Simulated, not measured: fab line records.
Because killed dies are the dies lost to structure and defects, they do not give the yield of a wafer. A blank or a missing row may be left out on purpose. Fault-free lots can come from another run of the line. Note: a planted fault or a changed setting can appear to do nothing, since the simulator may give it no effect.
2 desks, one fault	flow berkeley-cmos170	each desk has only its own numbers; what lay behind them comes last

== THE TOOL OWNER'S DESK: litho-track-02 ==
The tool's own readings at UCB170_GATE_PEB_10, given as means over the sampled wafers that have a number, one for each lot that went through this tool. Marked OUT: a lot whose mean sits more than 4 standard deviations from the usual mean, which makes it out of limits; the brackets give that distance.
Columns: A = heater-power-total-W at UCB170_GATE_PEB_10, usual 57.04 W; B = plate-temp-C at UCB170_GATE_PEB_10, usual 130.03 C
lot	first seen here	A	B
L844	day 5 10:17	57.03	130.07
L845	day 6 07:10	57.04	130.20
L847	day 6 16:04	57.01	129.92
L851	day 7 19:01	57.06	129.81
L853	day 8 02:49	52.05 (-99 or more) OUT	121.37 (-58) OUT
L858	day 8 19:37	52.10 (-99 or more) OUT	121.29 (-58) OUT
Finding of this desk: L853, L858 out of limits; the first was L853 at day 8 02:49, on heater-power-total-W at UCB170_GATE_PEB_10. L844, L845, L847, L851: within limits.

== THE METROLOGY DESK ==
Lot by lot, what the gauges showed, no matter which tool ran the lot: averages of those sampled wafers that carry a number. Marked OUT: a lot whose mean sits more than 4 standard deviations from the usual mean, which makes it out of limits; the brackets give that distance.
Columns: A = cd-nm at UCB170_GATE_CD_MEAS_12, usual 350.1 nm
lot	first seen here	A
L844	day 5 10:34	350.5
L845	day 6 07:26	349.9
L847	day 6 16:20	351.2
L846	day 6 16:59	351.7
L849	day 6 19:23	351.6
L851	day 7 19:17	351.2
L853	day 8 03:06	430.9 (+58) OUT
L858	day 8 19:58	432.8 (+59) OUT
L860	day 9 16:27	352.4
L861	day 9 22:45	351.3
L862	day 10 07:41	349.2
L863	day 10 07:47	350.9
L864	day 10 12:55	350.1
L866	day 10 20:28	350.1
Finding of this desk: L853, L858 out of limits; the first was L853 at day 8 03:06, on cd-nm at UCB170_GATE_CD_MEAS_12. L844, L845, L847, L846, L849, L851, L860, L861, L862, L863, L864, L866: within limits.

== PUT TOGETHER ==
The tool owner's desk had the chance to raise an alarm at day 8 02:49 on L853, L858.
The metrology desk could have raised an alarm at day 8 03:06, on L853, L858.
UCB170_GATE_PEB_10 was run on litho-track-02 by each of the lots named.

== WHAT THE SIMULATOR HAD PUT IN ==
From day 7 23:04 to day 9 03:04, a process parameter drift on litho-track-02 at UCB170_GATE_PEB_10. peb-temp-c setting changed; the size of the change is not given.
Shown lots that were struck: L853, L858.
Counting hours from when the fault started, the first reading out of limits came at 4 for the tool owner's desk and at 4 for the metrology desk.
